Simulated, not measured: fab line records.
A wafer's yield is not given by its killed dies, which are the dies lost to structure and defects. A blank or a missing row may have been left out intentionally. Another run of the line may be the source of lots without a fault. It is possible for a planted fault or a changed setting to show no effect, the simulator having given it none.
Which tool did it? -- flow berkeley-cmos170 -- 14 lots (42 wafers sampled), 1 step of a 331-step route

WHAT THE GAUGES READ, wafer by wafer
Not one reading of a measure or inspect step in the record can be checked against a usual standard deviation.

EACH LOT AND THE TOOL THAT RAN IT (in order: tool; ch and the chambers of the sampled wafers; start)
lot,UCB170_ZERO_STRIP_07
L153,"plasma-asher-01 ch 0,1, day 1 19:08"
L154,"plasma-asher-02 ch 0,1, day 1 22:23"
L155,"plasma-asher-03 ch 0, day 2 02:30"
L157,"plasma-asher-03 ch 0,1, day 2 17:14"
L158,"plasma-asher-03 ch 0,1, day 2 18:18"
L163,"plasma-asher-02 ch 0, day 4 00:59"
L164,"plasma-asher-01 ch 0,1, day 4 06:47"
L168,"plasma-asher-01 ch 0,1, day 5 02:04"
L169,"plasma-asher-02 ch 0,1, day 5 02:10"
L170,"plasma-asher-01 ch 0,1, day 5 05:01"
L173,"plasma-asher-02 ch 0,1, day 5 19:59"
L174,"plasma-asher-02 ch 0,1, day 6 07:12"
L175,"plasma-asher-01 ch 0,1, day 6 11:29"
L176,"plasma-asher-02 ch 0,1, day 6 11:46"
- UCB170_ZERO_STRIP_07: strips in O2.

AS READ BY THE TOOLS THEMSELVES (means over the sampled wafers that have a number; for cases with no such wafer, the mark the record gives instead)
UCB170_ZERO_STRIP_07. Usual: chamber-pressure-mTorr 3500 mTorr, standard deviation 3.4; drypump-motor-current-A 5.4 A, standard deviation 0.45; oes-product-au 0.728 a.u., standard deviation 0.0045; strip-time-to-endpoint-s 21.50 s, standard deviation 0.07.
lot,tool,chamber-pressure-mTorr (mTorr),drypump-motor-current-A (A),oes-product-au (a.u.),strip-time-to-endpoint-s (s),flag
L153,plasma-asher-01,3498,5.6,0.725,21.50,
L154,plasma-asher-02,3505,5.6,0.733,21.51,
L155,plasma-asher-03,3499,5.1,0.727,21.58,
L157,plasma-asher-03,3501,5.2,0.731,21.52,
L158,plasma-asher-03,3498,5.2,0.731,21.37,
L163,plasma-asher-02,-,-,-,-,OFF
L164,plasma-asher-01,-,-,-,-,OFF
L168,plasma-asher-01,3500,5.5,0.728,21.67,
L169,plasma-asher-02,3502,5.2,0.731,21.48,
L170,plasma-asher-01,3502,5.6,0.728,21.52,
L173,plasma-asher-02,3498,5.6,0.727,21.55,
L174,plasma-asher-02,3502,5.6,0.725,21.38,
L175,plasma-asher-01,3502,5.5,0.725,21.53,
L176,plasma-asher-02,3498,5.6,0.729,21.48,

THE ANSWER, worked out from the rows above alone
Rule: a lot is off if the mean of its wafers that have a number lies more than 3 standard deviations from the usual mean. A lot without any number at a reading at which 4 lots or more have one is off too. All remaining lots with rows at the step are treated as sound. Order of review: gauges by route order, followed by the tools' own readings, for which a lot's mean as printed above is used. At the first step where some lot is off, the reading lying furthest off is the one used; lots without a number count as furthest.
Off at UCB170_ZERO_STRIP_07 (chamber-pressure-mTorr): L163, L164. Without a number there: L163, L164.
A tool fits if, at that step or a process step before it, it ran every lot that is off, and no sound lot after the first of them. No candidate that was tried fits.

WHAT THE SIMULATOR HAD INSERTED
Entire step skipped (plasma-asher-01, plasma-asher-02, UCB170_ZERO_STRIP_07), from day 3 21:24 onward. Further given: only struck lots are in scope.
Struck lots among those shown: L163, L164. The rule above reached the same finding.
